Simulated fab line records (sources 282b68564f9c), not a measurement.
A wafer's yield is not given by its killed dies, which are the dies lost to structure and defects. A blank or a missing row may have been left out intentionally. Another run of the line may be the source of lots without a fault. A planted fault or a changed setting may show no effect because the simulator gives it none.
Code-filled problem report in 8D (eight disciplines) form | flow rit_cmos | the parts of the form that need people (team, actions taken, sign-off) are left out

## 1. PROBLEM STATEMENT
Mean of heater_power_total_W at RIT_PLDD_HARDBAKE_07: 59.91 W across 6 wafers in 2 lots; on wafers with no fault it is 62.55 W (standard deviation 0.053). That puts it -50 standard deviations away from the usual mean.
The step: time 60 s.
The first sign was on wafer L810.4 at day 5 08:26, on litho_track-03. The record has a number at this step for 42 wafers belonging to 14 lots. Rule for "out", or "out of limits": more than 4 standard deviations from the usual mean. The rest of the wafers with a number are treated as sound.

## 2. WHAT IT IS AND WHAT IT IS NOT
question                    | is                                 | is not
which readings at this step | heater_power_total_W, plate_temp_C | -
which lots                  | L810, L812                         | L799, L800, L801, L802, L804, L806, L813, L814, L815, L816, L821, L822
which wafers of those lots  | all that have a number             | -
read on which tools         | litho_track-03                     | litho_track-01, litho_track-02
when                        | from day 5 08:26                   | up to then (18 sound wafers); but 18 sound wafers of L813, L814, L815, L816, L821, L822 came after

## 3. THE SUSPECTS, EACH WITH WHAT RULES IT OUT
Counting: any tool at a process step up to the reading is kept as a suspect provided that every lot that is out went through it and no sound lot did after the first of them.
- litho_track-03 at RIT_PLDD_HARDBAKE_07 (time 60 s): kept. It ran every lot that is out, first L810 (day 5 08:26), and no sound lot after that; its last sound lot up to then is L801 (day 3 04:38). Out on those wafers are its own readings of heater_power_total_W, plate_temp_C.
Left after counting: litho_track-03 at RIT_PLDD_HARDBAKE_07.

## 4. THE CAUSE (what the simulator had put in)
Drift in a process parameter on litho_track-03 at RIT_PLDD_HARDBAKE_07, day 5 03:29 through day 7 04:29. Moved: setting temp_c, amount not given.
Only this tool survived the counting.

## 5. THE CHAIN OF EFFECTS, in route order
Rows list readings where the struck wafers' mean (over those with a number) sits beyond 3 standard deviations from the usual. Readings are gone through only where the record gives a usual standard deviation; hours: the median, over the lots, of the time from a lot's start at the first step in this table giving one to that lot's start at this step; sigmas: the change measured in usual standard deviations.
hours | step                 | reading              | usual    | on struck wafers | change | sigmas
0     | RIT_PLDD_HARDBAKE_07 | heater_power_total_W | 62.55 W  | 59.91            | -2.64  | -50
0     | RIT_PLDD_HARDBAKE_07 | plate_temp_C         | 140.03 C | 135.57           | -4.46  | -32
The process steps in it:
- RIT_PLDD_HARDBAKE_07: time 60 s.

## 6. WHAT WOULD HAVE CAUGHT IT SOONER
5 hours passed between the start of the fault at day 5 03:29 and the first reading out of limits in this record, taken at day 5 08:26.
